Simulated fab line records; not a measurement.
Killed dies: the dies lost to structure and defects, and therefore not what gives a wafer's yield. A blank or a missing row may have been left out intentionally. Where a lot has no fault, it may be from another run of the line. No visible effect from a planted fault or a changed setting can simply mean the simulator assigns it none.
Shared-tool check | flow berkeley cmos170 | Sampled: 14 lots, 42 wafers

== REASON IT WAS OPENED ==
Flagged at UCB170_NSD_CD_MEAS_06: reading cd nm, on 2 of 14 lots. No-fault wafers: 1199.9 nm, standard deviation 1.1.
Rule: a lot is flagged in two cases, either no wafer of it has a number, or all its wafers with numbers fall more than 4 standard deviations from that mean. As for the other lots, they are considered sound.

lot  | measured     | on        | cd nm (nm), wafer by wafer | flag
L619 | day 7 01:42  | cd sem-02 | 1200.0 1200.8 1199.2       |
L621 | day 7 12:27  | cd sem-02 | 1199.4 1199.0 1199.4       |
L620 | day 7 12:43  | cd sem-02 | 1200.9 1201.0 1200.3       |
L622 | day 7 12:51  | cd sem-02 | 1199.5 1198.1 1200.7       |
L625 | day 8 02:19  | cd sem-01 | 1210.5 1211.5 1208.7       | FLAGGED
L629 | day 9 01:17  | cd sem-01 | 1210.9 1210.1 1210.9       | FLAGGED
L633 | day 10 03:34 | cd sem-02 | 1200.7 1199.1 1199.9       |
L635 | day 10 03:47 | cd sem-01 | 1197.8 1198.9 1201.1       |
L637 | day 10 13:14 | cd sem-02 | 1200.0 1200.5 1199.8       |
L638 | day 10 14:23 | cd sem-02 | 1199.3 1198.5 1198.8       |
L636 | day 10 14:26 | cd sem-01 | 1199.2 1200.9 1199.7       |
L639 | day 11 04:16 | cd sem-02 | 1202.0 1202.9 1201.2       |
L641 | day 11 14:14 | cd sem-02 | 1201.1 1199.2 1198.3       |
L642 | day 11 19:32 | cd sem-01 | 1200.0 1199.3 1198.8       |
The numbers of the flagged lots are 1210.4 nm on average: +10.5 nm against the usual, or +10 standard deviations.

== TOOL THAT RAN EACH LOT ==
The record holds 1 process step before the reading, out of a route of 331 steps. Each cell gives the tool, then ch followed by the chambers the sampled wafers passed through, then the start.
lot  | flag    | UCB170_NSD_SOFTBAKE_02
L619 |         | litho track-04 ch 0, day 7 00:51
L621 |         | litho track-04 ch 0, day 7 11:26
L620 |         | litho track-02 ch 0, day 7 11:36
L622 |         | litho track-01 ch 0, day 7 11:48
L625 | FLAGGED | litho track-02 ch 0, day 8 01:37
L629 | FLAGGED | litho track-02 ch 0, day 9 00:44
L633 |         | litho track-01 ch 0, day 10 02:14
L635 |         | litho track-01 ch 0, day 10 02:44
L637 |         | litho track-04 ch 0, day 10 12:22
L638 |         | litho track-04 ch 0, day 10 12:47
L636 |         | litho track-01 ch 0, day 10 13:04
L639 |         | litho track-04 ch 0, day 11 03:35
L641 |         | litho track-02 ch 0, day 11 13:32
L642 |         | litho track-01 ch 0, day 11 18:40
What these steps do:
- UCB170_NSD_SOFTBAKE_02: time 60 s.
- UCB170_NSD_CD_MEAS_06: target cd 1200 nm.

== FLAGGED AGAINST TOTAL, ONE TOOL AT A TIME (gauges that did the reading follow at the end) ==
step                   | tool           | lots run | flagged | share of the flagged lots | sound lots run after its first flagged lot
UCB170_NSD_SOFTBAKE_02 | litho track-01 | 5        | 0       | none                      | -
UCB170_NSD_SOFTBAKE_02 | litho track-02 | 4        | 2       | all                       | 1 (L641)
UCB170_NSD_SOFTBAKE_02 | litho track-04 | 5        | 0       | none                      | -
UCB170_NSD_CD_MEAS_06  | cd sem-01      | 5        | 2       | all                       | 3 (L635,L636,L642)
UCB170_NSD_CD_MEAS_06  | cd sem-02      | 9        | 0       | none                      | -

== WHAT IS ALLOWED BY THE TABLE ==
Every flagged lot went through 2 rows of the table: litho track-02 at UCB170_NSD_SOFTBAKE_02 and cd sem-01 at UCB170_NSD_CD_MEAS_06.
- litho track-02 at UCB170_NSD_SOFTBAKE_02: 2 of its 4 lots flagged. Sound lots ran on it after the first flagged one (L641), which a lasting fault on the whole tool wouldn't allow. Its own readings lie more than 4 standard deviations out on every wafer of the flagged lots: heater power total W, plate temp C.
- cd sem-01 at UCB170_NSD_CD_MEAS_06: 2 of its 5 lots flagged. Sound lots ran on it after the first flagged one (L635, L636, L642), which a lasting fault on the whole tool wouldn't allow.
No row of the table ran every flagged lot and no sound lot after the first.

== WHAT THE SIMULATOR PUT IN ==
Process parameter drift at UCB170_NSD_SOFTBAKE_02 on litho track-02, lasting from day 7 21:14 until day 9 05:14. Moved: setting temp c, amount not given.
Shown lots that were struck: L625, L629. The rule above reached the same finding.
